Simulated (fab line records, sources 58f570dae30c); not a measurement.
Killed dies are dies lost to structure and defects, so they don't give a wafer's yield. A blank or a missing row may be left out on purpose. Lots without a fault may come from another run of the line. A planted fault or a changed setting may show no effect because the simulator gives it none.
Split-lot experiment | flow berkeley_cmos170 | 5 lots, 23 wafers read, on a route of 331 steps

THE SPLIT
At UCB170_CONTACT_COAT_04 (resist thk 900 nm), the setting resist_thk_nm was moved away from the recipe's 900 nm on 10 of the 23 wafers read, by -3.8% to +5.1%. The other wafers ran this setting at the recipe's value.

The reading is taken at the split's own step.

THE READING
KrF_of_CONTACT_COAT_04.thk_nm (the simulator's own value, which no gauge read), in nm, at UCB170_CONTACT_COAT_04 (resist thk 900 nm). The file gives no usual value for it. The 13 wafers here that ran the recipe average 901.2 nm, standard deviation 1.7 nm.

wafer  | tool, chamber at the split | resist_thk_nm as run, nm | against the recipe | KrF_of_CONTACT_COAT_04.thk_nm, nm | against lot-mates on the recipe
L074.2 | litho_track-03, 0          | 866.1                    | -3.8%              | 868.6                             | -31.2
L074.3 | litho_track-03, 0          | 900                      | recipe             | 900.5                             | -
L074.4 | litho_track-03, 0          | 900                      | recipe             | 897.8                             | -
L074.5 | litho_track-03, 0          | 866.1                    | -3.8%              | 864.6                             | -35.2
L074.6 | litho_track-03, 0          | 900                      | recipe             | 901.2                             | -
L076.1 | litho_track-01, 0          | 900                      | recipe             | 901.3                             | -
L076.2 | litho_track-01, 0          | 900                      | recipe             | 903.5                             | -
L076.3 | litho_track-01, 0          | 900                      | recipe             | 903.6                             | -
L080.1 | litho_track-01, 0          | 900                      | recipe             | 899.7                             | -
L080.2 | litho_track-01, 0          | 936.5                    | +4.1%              | 935.6                             | +36.5
L080.3 | litho_track-01, 0          | 900                      | recipe             | 898.5                             | -
L080.4 | litho_track-01, 0          | 936.5                    | +4.1%              | 936.7                             | +37.6
L080.6 | litho_track-01, 0          | 936.5                    | +4.1%              | 932.5                             | +33.4
L084.1 | litho_track-03, 0          | 879                      | -2.3%              | 881.2                             | -21.0
L084.2 | litho_track-03, 0          | 900                      | recipe             | 902.2                             | -
L084.4 | litho_track-03, 0          | 900                      | recipe             | 902.2                             | -
L084.3 | litho_track-03, 0          | 879                      | -2.3%              | 878.8                             | -23.4
L084.5 | litho_track-03, 0          | 879                      | -2.3%              | 880.7                             | -21.5
L082.1 | litho_track-01, 0          | 900                      | recipe             | 901.7                             | -
L082.2 | litho_track-01, 0          | 945.6                    | +5.1%              | 946.8                             | +45.1
L082.3 | litho_track-01, 0          | 900                      | recipe             | 900.6                             | -
L082.4 | litho_track-01, 0          | 900                      | recipe             | 902.8                             | -
L082.6 | litho_track-01, 0          | 945.6                    | +5.1%              | 945.2                             | +43.5

THE FIT
A straight line over all 23 wafers: KrF_of_CONTACT_COAT_04.thk_nm changes by +8.77 nm for each +1% of resist_thk_nm; r = +1.00; the points scatter about the line by 1.9 nm.
The same after taking each lot's own level away (the mean of its wafers on the recipe; 23 wafers): +8.88 nm for each +1%; r = +1.00; scatter 1.4 nm.
On that fit, the largest move of resist_thk_nm shifts the reading by 45 nm.
The lots' own levels span 899.10 to 902.80 nm, that is 2.2 times the standard deviation above.
So the lot-to-lot level changes the slope little: the two slopes agree.
Check: with one of the wafers moved furthest among these (+5.1%) left out of the fit, the line predicts +44.7 nm for it against its lot-mates. It came out at +45.1 nm against them.

OTHER SPLITS ON THESE WAFERS
These wafers also went through other splits before the reading. Each is held against what the fit with the lots' levels taken away leaves over:
other split on the same wafers   | wafers away from the commonest value | r with KrF_of_CONTACT_COAT_04.thk_nm (lot level and that fit taken away)
UCB170_BACKSIDE_COAT_01 spin_rpm | 7                                    | +0.06
UCB170_CONTACT_CVD_01 temp_c     | 18                                   | +0.02

THE WHOLE CHAIN: every reading that the file lists as answering this split, in the file's order
step                    | what it does      | reading                                                                        | change (the file's fit)              | r (the file's)
UCB170_CONTACT_COAT_04  | resist thk 900 nm | KrF_of_CONTACT_COAT_04.thk_nm (the simulator's own value, which no gauge read) | +8.84 nm for each +1% of the setting | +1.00
UCB170_CONTACT_STRIP_06 | strips in O2      | strip_time_to_endpoint_s                                                       | withheld for each +1% of the setting | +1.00

THE FILE'S OWN FIT
KrF_of_CONTACT_COAT_04.thk_nm changes by +8.84 nm for each +1% of resist_thk_nm, r = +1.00.
